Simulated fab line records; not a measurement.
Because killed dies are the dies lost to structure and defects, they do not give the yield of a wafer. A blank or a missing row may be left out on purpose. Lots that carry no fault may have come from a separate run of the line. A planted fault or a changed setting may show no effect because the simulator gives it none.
Which tool did it? / flow berkeley cmos170 / 7 lots with 21 wafers sampled at 3 steps, on a route of 331 steps

== WHAT THE GAUGES SHOWED, per wafer ==
UCB170_M2_THK_MEAS_03: measures by xrf.
lot=L777; measured=day 9 10:11; on=film metro-04; M2_AL_THK (nm)=899 896 895
lot=L779; measured=day 9 10:23; on=film metro-03; M2_AL_THK (nm)=897 896 892
lot=L781; measured=day 9 20:39; on=film metro-03; M2_AL_THK (nm)=895 896 903
lot=L786; measured=day 11 00:28; on=film metro-01; M2_AL_THK (nm)=910 896 905
lot=L790; measured=day 11 09:28; on=film metro-04; M2_AL_THK (nm)=887 892 887
lot=L793; measured=day 16 06:37; on=film metro-03; M2_AL_THK (nm)=897 888 896
lot=L794; measured=day 16 06:03; on=film metro-04; M2_AL_THK (nm)=912 914 910

== WHICH TOOL RAN EACH LOT (tool, then ch and the chambers of the sampled wafers, then the start) ==
lot=L777; UCB170_SPACER_CVD_00=pecvd-01 ch 0,1, day 8 00:53; UCB170_M1_ETCH_11=rie diel-04 ch 0,1, day 9 03:43
lot=L779; UCB170_SPACER_CVD_00=pecvd-03 ch 0,2, day 8 04:37; UCB170_M1_ETCH_11=rie diel-02 ch 2,3, day 9 04:38
lot=L781; UCB170_SPACER_CVD_00=pecvd-04 ch 1,2, day 8 18:33; UCB170_M1_ETCH_11=rie diel-04 ch 2,3, day 9 14:28
lot=L786; UCB170_SPACER_CVD_00=pecvd-03 ch 0,1,2, day 9 19:27; UCB170_M1_ETCH_11=rie diel-02 ch 2,3, day 10 19:23
lot=L790; UCB170_SPACER_CVD_00=pecvd-01 ch 0,1,2, day 10 10:06; UCB170_M1_ETCH_11=rie diel-03 ch 2,3, day 11 04:01
lot=L793; UCB170_SPACER_CVD_00=pecvd-01 ch 0,1,2, day 11 09:01; UCB170_M1_ETCH_11=rie diel-02 ch 0,1,2, day 12 09:31
lot=L794; UCB170_SPACER_CVD_00=pecvd-04 ch 0,2, day 11 09:03; UCB170_M1_ETCH_11=rie diel-03 ch 0,2,3, day 12 09:15
- UCB170_SPACER_CVD_00: deposits SiO2 from TEOS/O2, target thk 376 nm, time 47 s.
- UCB170_M1_ETCH_11: etches BARC in N2/H2.

== THE ANSWER, worked out from the rows above alone ==
Rule: the usual values come from the lots themselves. The widest of any qualifying gaps counts: lots, ordered by their means at a reading, are off when they make up no more than a third of the lots, leave a main group of 4 or more, and stand apart from it by 3 or more times the standard deviation of that group's means. A main group is skipped when, at the precision printed for the reading in the tables above, its means are all equal. Also off: a lot with no number at a reading for which 4 or more lots have one. Where the step has rows for the other lots, those lots are counted as sound.
None of the lots is off at any reading shown; this tells nothing.

== WHAT THE SIMULATOR HAD INSERTED ==
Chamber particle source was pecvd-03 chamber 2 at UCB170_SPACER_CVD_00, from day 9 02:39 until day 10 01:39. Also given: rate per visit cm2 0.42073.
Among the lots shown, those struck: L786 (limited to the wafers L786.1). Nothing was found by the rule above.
